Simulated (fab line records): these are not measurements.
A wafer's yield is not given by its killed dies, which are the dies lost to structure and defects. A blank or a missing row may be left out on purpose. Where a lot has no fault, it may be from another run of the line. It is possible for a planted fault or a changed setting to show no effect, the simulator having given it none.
Which tool did it? | flow berkeley_cmos170 | 45 wafers from 15 lots sampled at 5 of the route's 331 steps

## WHAT THE GAUGES SHOWED, per wafer
UCB170_FIELD_THK_MEAS_90.
lot  | measured    | on            | FIELD_OXIDE_LEFT_1_THK (nm)
L164 | day 4 18:47 | film_metro-01 | 436 434 445
L166 | day 5 23:20 | film_metro-03 | 431 442 422
L167 | day 5 23:19 | film_metro-01 | 441 437 449
L168 | day 6 04:11 | film_metro-03 | 441 446 439
L170 | day 6 15:10 | film_metro-02 | 481 486 482 481 485 482
L171 | day 6 15:10 | film_metro-03 | 481 480 476 482 480 477
L173 | day 6 15:10 | film_metro-01 | 487 487 475 486 488 476
L175 | day 6 15:14 | film_metro-02 | 444 435 440
L177 | day 7 21:21 | film_metro-02 | 458 455 450
L178 | day 7 22:16 | film_metro-03 | 445 453 447
L179 | day 7 22:16 | film_metro-02 | 444 441 445
L183 | day 8 20:24 | film_metro-01 | 432 431 433
L184 | day 9 08:38 | film_metro-02 | 448 456 446
L186 | day 9 08:39 | film_metro-01 | 460 460 454
L185 | day 9 11:13 | film_metro-03 | 454 463 460

UCB170_NVT_TW_MEAS_09.
lot  | measured    | on            | NVT_TW
L164 | day 5 08:11 | film_metro-01 | 525 524 524
L166 | day 6 13:23 | film_metro-04 | 519 519 520
L167 | day 6 13:32 | film_metro-04 | 521 520 523
L168 | day 6 17:33 | film_metro-02 | 524 526 524
L170 | day 7 01:07 | film_metro-02 | 529 528 528
L171 | day 7 01:17 | film_metro-02 | 528 529 529
L173 | day 7 07:08 | film_metro-04 | 523 521 522
L175 | day 7 00:56 | film_metro-01 | 530 529 530
L177 | day 8 17:35 | film_metro-02 | 528 527 525
L178 | day 8 17:46 | film_metro-04 | 524 525 524
L179 | day 8 17:56 | film_metro-02 | 525 525 526
L183 | day 9 09:17 | film_metro-04 | 529 525 526
L184 | day 9 19:41 | film_metro-02 | 527 528 523
L186 | day 9 19:49 | film_metro-01 | 531 526 526
L185 | day 9 22:13 | film_metro-02 | 526 527 528

UCB170_FIELD_THK_MEAS_91.
lot  | measured     | on            | FIELD_OXIDE_LEFT_2_THK (nm)
L164 | day 5 13:25  | film_metro-01 | 348 347 358
L166 | day 6 17:29  | film_metro-03 | 343 353 333
L167 | day 6 17:38  | film_metro-01 | 353 349 360
L168 | day 6 19:19  | film_metro-02 | 352 357 350
L170 | day 7 04:52  | film_metro-03 | 393 397 393 393 397 393
L171 | day 7 05:24  | film_metro-01 | 392 391 387 392 391 387
L173 | day 7 14:31  | film_metro-01 | 398 399 388 398 399 388
L175 | day 7 05:33  | film_metro-02 | 355 345 351
L177 | day 8 19:47  | film_metro-03 | 369 367 362
L178 | day 8 20:04  | film_metro-01 | 356 365 359
L179 | day 8 20:21  | film_metro-03 | 355 352 356
L183 | day 9 12:02  | film_metro-02 | 344 343 344
L184 | day 9 23:06  | film_metro-01 | 360 368 357
L186 | day 9 23:22  | film_metro-03 | 371 371 365
L185 | day 10 00:37 | film_metro-02 | 366 376 372

UCB170_GATE_OVL_MEAS_13.
lot  | measured     | on         | GATE_OVL (nm)
L164 | day 5 21:58  | overlay-02 | -10 -6 4
L166 | day 7 04:39  | overlay-02 | -2 -2 1
L167 | day 7 04:38  | overlay-01 | 4 0 3
L168 | day 7 04:47  | overlay-01 | -9 -11 -9
L175 | day 7 15:52  | overlay-01 | -2 5 1
L177 | day 9 09:53  | overlay-02 | -8 -3 -10
L178 | day 9 09:46  | overlay-02 | -1 1 -3
L179 | day 9 09:39  | overlay-02 | -5 -1 -1
L183 | day 9 23:25  | overlay-02 | -1 -5 -5
L184 | day 10 10:03 | overlay-02 | -3 -2 -2
L186 | day 10 09:47 | overlay-01 | -6 -1 -12
L185 | day 10 09:31 | overlay-01 | -11 -5 0

## EACH LOT AND THE TOOL THAT RAN IT (in order: tool; ch and the chambers of the sampled wafers; start)
lot  | UCB170_FIELD_WET_ETCH_04
L164 | wet_bench-04 ch 0, day 4 15:12
L166 | wet_bench-01 ch 1, day 5 19:26
L167 | wet_bench-01 ch 3, day 5 19:26
L168 | wet_bench-04 ch 2, day 6 00:16
L170 | wet_bench-04 ch 0, day 6 11:37
L171 | wet_bench-04 ch 2, day 6 11:37
L173 | wet_bench-04 ch 3, day 6 11:37
L175 | wet_bench-04 ch 0, day 6 11:37
L177 | wet_bench-04 ch 3, day 7 17:11
L178 | wet_bench-03 ch 3, day 7 18:32
L179 | wet_bench-03 ch 1, day 7 18:32
L183 | wet_bench-04 ch 0, day 8 16:50
L184 | wet_bench-04 ch 2, day 9 05:05
L186 | wet_bench-04 ch 0, day 9 05:05
L185 | wet_bench-03 ch 2, day 9 07:40
- UCB170_FIELD_WET_ETCH_04: etches SiO2 in dHF, time 60 s.

## WHAT THE TOOLS THEMSELVES READ (means of the sampled wafers that have a number; where no wafer has one, the mark that the record gives instead)
UCB170_FIELD_WET_ETCH_04.
lot  | tool         | bath_heat_duty_pct (%) | run_length_s (s)
L164 | wet_bench-04 | 6.8                    | 87.3
L166 | wet_bench-01 | 5.5                    | 91.9
L167 | wet_bench-01 | 7.4                    | 91.7
L168 | wet_bench-04 | 7.0                    | 84.1
L170 | wet_bench-04 | -                      | -
L171 | wet_bench-04 | -                      | -
L173 | wet_bench-04 | -                      | -
L175 | wet_bench-04 | 6.0                    | 86.4
L177 | wet_bench-04 | 5.9                    | 90.8
L178 | wet_bench-03 | 6.5                    | 84.9
L179 | wet_bench-03 | 6.9                    | 86.9
L183 | wet_bench-04 | 6.3                    | 86.3
L184 | wet_bench-04 | 7.9                    | 84.6
L186 | wet_bench-04 | 6.6                    | 87.2
L185 | wet_bench-03 | 5.3                    | 87.0

## THE ANSWER, worked out from the rows above alone
Rule: what is usual is taken from the lots themselves. Put in order of their means at a reading, lots are off if they are a third of the lots or fewer, leave a main group of 4 or more, and stand apart from it by a gap of 3 or more times the standard deviation of the main group's means; of several such gaps the widest counts. If all means in a main group match to the digits the tables above print for the reading, that group is not used. A lot without any number at a reading at which 4 lots or more have one is off too. Any other lot the step has rows for is counted as sound. Order of review: gauges by route order, followed by the tools' own readings, for which a lot's mean as printed above is used. The first step at which some lot is off is used, and at that step the reading that is off furthest; a lot without a number counts as furthest.
Off at UCB170_FIELD_WET_ETCH_04 (bath_heat_duty_pct): L170, L171, L173. Without a number there: L170, L171, L173. The main group has a mean of 6.5 % with a standard deviation of 0.73.
A tool fits if, at that step or a process step before it, it ran every lot that is off, and no sound lot after the first of them. No candidate that was tried fits.

## WHAT THE SIMULATOR HAD PUT IN
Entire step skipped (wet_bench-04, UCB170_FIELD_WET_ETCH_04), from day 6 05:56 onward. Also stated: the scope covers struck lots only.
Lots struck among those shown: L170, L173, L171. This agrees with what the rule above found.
